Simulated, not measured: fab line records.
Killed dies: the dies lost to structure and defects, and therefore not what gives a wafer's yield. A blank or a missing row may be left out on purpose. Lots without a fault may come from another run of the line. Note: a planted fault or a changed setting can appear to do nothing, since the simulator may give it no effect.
Split-lot experiment | flow rit_cmos | 5 lots, 23 wafers read, on a route of 202 steps

## THE SPLIT ITSELF
At RIT_FOX2_OXIDATION_00 (target thk 350.7 nm, ox time 1130 s), the setting ox_time_s was moved away from the recipe's 1130 s on 20 of the 23 wafers read, by -11.1% to +7.8%. For the rest of the wafers, this setting stayed at what the recipe calls for.

## FROM THE SPLIT TO THE READING: what the file shows between them, 24 steps
- RIT_FOX2_THK_MEAS_01
- RIT_FOX2_CLEAN_02: cleans in dHF, time 180 s
- RIT_FOX2_WET_ETCH_03: etches Si3N4 in H3PO4, target depth 195 nm, time 2700 s
- RIT_FOX2_THK_MEAS_90
- RIT_NWELL_COAT_01: resist thk 1300 nm (also split here: resist_thk_nm)
- RIT_NWELL_SOFTBAKE_02: time 60 s
- RIT_NWELL_EXPOSE_03: exposes mask M2, target cd 43900 nm
- RIT_NWELL_DEVELOP_05: develop time 66.67 s
- RIT_NWELL_HARDBAKE_07: time 120 s
- RIT_NWELL_IMPLANT_08 (also split here: dose_cm2)
- RIT_PWELL_HARDBAKE_07: time 120 s (also split here: temp_c)
- RIT_PWELL_IMPLANT_08
- RIT_PWELL_STRIP_09: strips in O2, time 180 s
- RIT_WELLDRIVE_ANNEAL_00: time 14700 s
- RIT_WELLDRIVE_RS_MEAS_01: measures by four-point-probe
- RIT_NRETRO_IMPLANT_08 (also split here: energy_kev)
- RIT_PRETRO_SOFTBAKE_02: time 60 s (also split here: temp_c)
- RIT_PRETRO_EXPOSE_03: exposes mask M5, target cd 43700 nm
- RIT_PRETRO_PEB_04
- RIT_PRETRO_DEVELOP_05: develop time 68 s
- RIT_GATE_CLEAN_01: cleans in SC1, time 600 s (also split here: time_s)
- RIT_GATE_CLEAN_02: cleans in dHF, time 30 s
- RIT_GATE_CLEAN_03: cleans in SC2, time 600 s
- RIT_GATE_CLEAN_04: cleans in dHF, time 60 s

## THE READING
FIELD_OXIDE_LEFT_2_THK in nanometres, read at RIT_FOX2_THK_MEAS_91. Fault-free wafers of this fab line usually give 256 nm, standard deviation 5.8 nm.

wafer  | tool, chamber at the split | ox_time_s as run, s | against the recipe | FIELD_OXIDE_LEFT_2_THK, nm | against lot-mates on the recipe
L074.1 | -, -                       | 1181                | +4.5%              | 262                        | no lot-mate on the recipe
L074.2 | -, -                       | 1181                | +4.5%              | 256                        | no lot-mate on the recipe
L074.3 | -, -                       | 1181                | +4.5%              | 262                        | no lot-mate on the recipe
L074.5 | -, -                       | 1181                | +4.5%              | 261                        | no lot-mate on the recipe
L074.6 | -, -                       | 1181                | +4.5%              | 263                        | no lot-mate on the recipe
L075.1 | -, -                       | 1218                | +7.8%              | 276                        | no lot-mate on the recipe
L075.2 | -, -                       | 1218                | +7.8%              | 276                        | no lot-mate on the recipe
L075.3 | -, -                       | 1218                | +7.8%              | 266                        | no lot-mate on the recipe
L075.5 | -, -                       | 1218                | +7.8%              | 275                        | no lot-mate on the recipe
L075.6 | -, -                       | 1218                | +7.8%              | 278                        | no lot-mate on the recipe
L077.1 | -, -                       | 1027                | -9.1%              | 239                        | no lot-mate on the recipe
L077.2 | -, -                       | 1027                | -9.1%              | 238                        | no lot-mate on the recipe
L077.3 | -, -                       | 1027                | -9.1%              | 243                        | no lot-mate on the recipe
L077.4 | -, -                       | 1027                | -9.1%              | 246                        | no lot-mate on the recipe
L077.5 | -, -                       | 1027                | -9.1%              | 242                        | no lot-mate on the recipe
L083.1 | furnace-01, 0              | 1130                | recipe             | 259                        | -
L083.4 | furnace-01, 0              | 1130                | recipe             | 254                        | -
L083.5 | furnace-01, 0              | 1130                | recipe             | 255                        | -
L085.1 | -, -                       | 1005                | -11.1%             | 239                        | no lot-mate on the recipe
L085.2 | -, -                       | 1005                | -11.1%             | 240                        | no lot-mate on the recipe
L085.4 | -, -                       | 1005                | -11.1%             | 235                        | no lot-mate on the recipe
L085.5 | -, -                       | 1005                | -11.1%             | 237                        | no lot-mate on the recipe
L085.6 | -, -                       | 1005                | -11.1%             | 244                        | no lot-mate on the recipe

FIT RESULTS
A straight line over all 23 wafers: FIELD_OXIDE_LEFT_2_THK changes by +1.72 nm for each +1% of ox_time_s; r = +0.96; the points scatter about the line by 4.3 nm.
Too few moved wafers with a lot-mate on the recipe to fit a line net of each lot's own level.

## THE WHOLE CHAIN: every reading that the file lists as answering this split, in the file's order
step                  | what it does                        | reading                                                                           | change (the file's fit)              | r (the file's)
RIT_FOX2_OXIDATION_00 | target thk 350.7 nm, ox time 1130 s | SiO2_of_FOX2_OXIDATION_00.thk_nm (the simulator's own value, which no gauge read) | +1.71 nm for each +1% of the setting | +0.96
RIT_FOX2_THK_MEAS_01  |                                     | FOX2_OXIDE_THK                                                                    | +1.71 for each +1% of the setting    | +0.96
RIT_FOX2_THK_MEAS_90  |                                     | FIELD_OXIDE_LEFT_1_THK                                                            | +1.71 for each +1% of the setting    | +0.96
RIT_FOX2_THK_MEAS_91  |                                     | FIELD_OXIDE_LEFT_2_THK                                                            | +1.72 for each +1% of the setting    | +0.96
RIT_M1_PROBE_99       |                                     | etest.pmos_0p3.r_on_ohm_um (the simulator's own value, which no gauge read)       | +104 for each +1% of the setting     | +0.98
RIT_M1_PROBE_99       |                                     | etest.nmos_0p3.r_on_ohm_um (the simulator's own value, which no gauge read)       | +29.1 for each +1% of the setting    | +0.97

## THE FILE'S OWN FIT
FIELD_OXIDE_LEFT_2_THK changes by +1.72 nm for each +1% of ox_time_s, r = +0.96.
